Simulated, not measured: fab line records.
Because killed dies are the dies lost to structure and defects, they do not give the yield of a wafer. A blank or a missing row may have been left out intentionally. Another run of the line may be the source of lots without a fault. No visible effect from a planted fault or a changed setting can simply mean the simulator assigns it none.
Chamber matching | flow berkeley_cmos170 | 4 sister chambers for UCB170_SPACER_ETCHBACK_03 on rie_diel-01
The step etches SiO2 in CHF3/CF4/Ar, stops on Si, target depth 376 nm, time 100 s. 7 wafers are shown with their chamber, then 7 later ones without.

== WAFERS WITH THEIR CHAMBER ==
wafer  | chamber | throttle_valve_pct (%) | oes_product_au (a.u.)
L284.6 | 1       | 6.45                   | 0.895
L286.6 | 3       | 6.50                   | 0.909
L289.1 | 1       | 6.42                   | 0.887
L289.2 | 0       | 6.36                   | 0.905
L291.1 | 2       | 6.39                   | 0.878
L291.2 | 0       | 6.37                   | 0.900
L291.5 | 2       | 6.40                   | 0.891

== WAFERS WITH NO CHAMBER GIVEN ==
wafer  | throttle_valve_pct (%) | oes_product_au (a.u.)
L293.1 | 6.49                   | 0.904
L293.2 | 6.40                   | 0.890
L293.3 | 6.37                   | 0.912
L299.4 | 6.48                   | 0.892
L299.5 | 6.43                   | 0.883
L303.3 | 6.42                   | 0.883
L303.5 | 6.38                   | 0.886

== WHICH CHAMBER EACH ONE RAN IN ==
wafer  | from the rows above     | in truth
L293.1 | 3                       | 3
L293.2 | can't be placed: 2 or 1 | 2
L293.3 | 0                       | 0
L299.4 | can't be placed: 3 or 1 | 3
L299.5 | can't be placed: 1 or 2 | 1
L303.3 | can't be placed: 1 or 2 | 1
L303.5 | can't be placed: 2 or 0 | 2
Correct placement for 2 of the 7. Not placeable from these rows: 5 (in 5, the candidates include the true chamber). Placed wrongly: 0.
How it was worked out, from the rows above alone: a wafer's distance from a chamber is the root of the sum, over the readings, of the square of ((its reading less the chamber's mean) divided by the reading's scatter). The wafer belongs to the nearest chamber; if the next one is less than 2 further off, it can't be placed. The mean given for a chamber averages the wafers shown for that chamber. The scatter: take each reading less its chamber's mean, square it, sum over the shown wafers, divide by the number of wafers less the number of chambers, and take the root.
